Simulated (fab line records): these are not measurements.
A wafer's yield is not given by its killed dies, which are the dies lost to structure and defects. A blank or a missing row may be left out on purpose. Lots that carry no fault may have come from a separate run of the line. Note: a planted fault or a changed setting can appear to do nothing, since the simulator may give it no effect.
What tool caused it? + flow berkeleyCmos170 + 7 lots, 21 wafers sampled, at 2 steps of a route of 331

== WHAT EACH GAUGE READ, for each wafer ==
UCB170_M3_CD_MEAS_15: the cd target is 700 nm.
| lot  | measured     | on       | cdNm (nm)         |
|------|--------------|----------|-------------------|
| L765 | day 8 08:08  | cdSem-01 | 699.5 699.4 699.5 |
| L771 | day 9 03:43  | cdSem-01 | 701.9 701.7 699.4 |
| L770 | day 9 08:48  | cdSem-01 | 700.9 700.6 699.7 |
| L773 | day 9 15:56  | cdSem-01 | 700.4 698.5 700.3 |
| L779 | day 10 20:28 | cdSem-02 | 711.3 711.0 711.5 |
| L783 | day 11 17:44 | cdSem-02 | 712.8 712.3 711.4 |
| L786 | day 11 22:24 | cdSem-02 | 699.7 699.9 699.9 |

== WHICH TOOL RAN EACH LOT (tool, then ch and the chambers of the sampled wafers, then the start) ==
| lot  | UCB170_M3_SOFTBAKE_11            |
|------|----------------------------------|
| L765 | lithoTrack-02 ch 0, day 8 06:00  |
| L771 | lithoTrack-04 ch 0, day 9 02:00  |
| L770 | lithoTrack-02 ch 0, day 9 07:00  |
| L773 | lithoTrack-04 ch 0, day 9 15:00  |
| L779 | lithoTrack-04 ch 0, day 10 19:00 |
| L783 | lithoTrack-04 ch 0, day 11 17:00 |
| L786 | lithoTrack-01 ch 0, day 11 21:00 |
- UCB170_M3_SOFTBAKE_11: time 60 s.

== THE ANSWER, worked out from the rows above alone ==
Rule: what is usual is taken from the lots themselves. Put in order of their means at a reading, lots are off if they are a third of the lots or fewer, leave a main group of 4 or more, and stand apart from it by a gap of 3 or more times the standard deviation of the main group's means; of several such gaps the widest counts. A main group whose means are all the same, to the digits that the tables above print for the reading, isn't used. Also off: a lot with no number at a reading for which 4 or more lots have one. Where the step has rows for the other lots, those lots are counted as sound.
Off, at UCB170_M3_CD_MEAS_15 on cdNm: L779, L783. The main group: mean 700.1 nm, standard deviation 0.55.
A tool fits if, at a process step before that reading, it ran every lot that is off, and no sound lot after the first of them. The gauges at UCB170_M3_CD_MEAS_15 are tried like those tools. One fits: lithoTrack-04 at UCB170_M3_SOFTBAKE_11. Its last sound lot is L773 (day 9 15:00), its first lot that is off L779 (day 10 19:00): a fault that began between those two fits.

== WHAT THE SIMULATOR HAD PUT IN ==
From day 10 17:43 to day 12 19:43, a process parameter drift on lithoTrack-04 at UCB170_M3_SOFTBAKE_11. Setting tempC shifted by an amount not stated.
Struck lots among those shown: L779, L783. Same finding as the rule above.
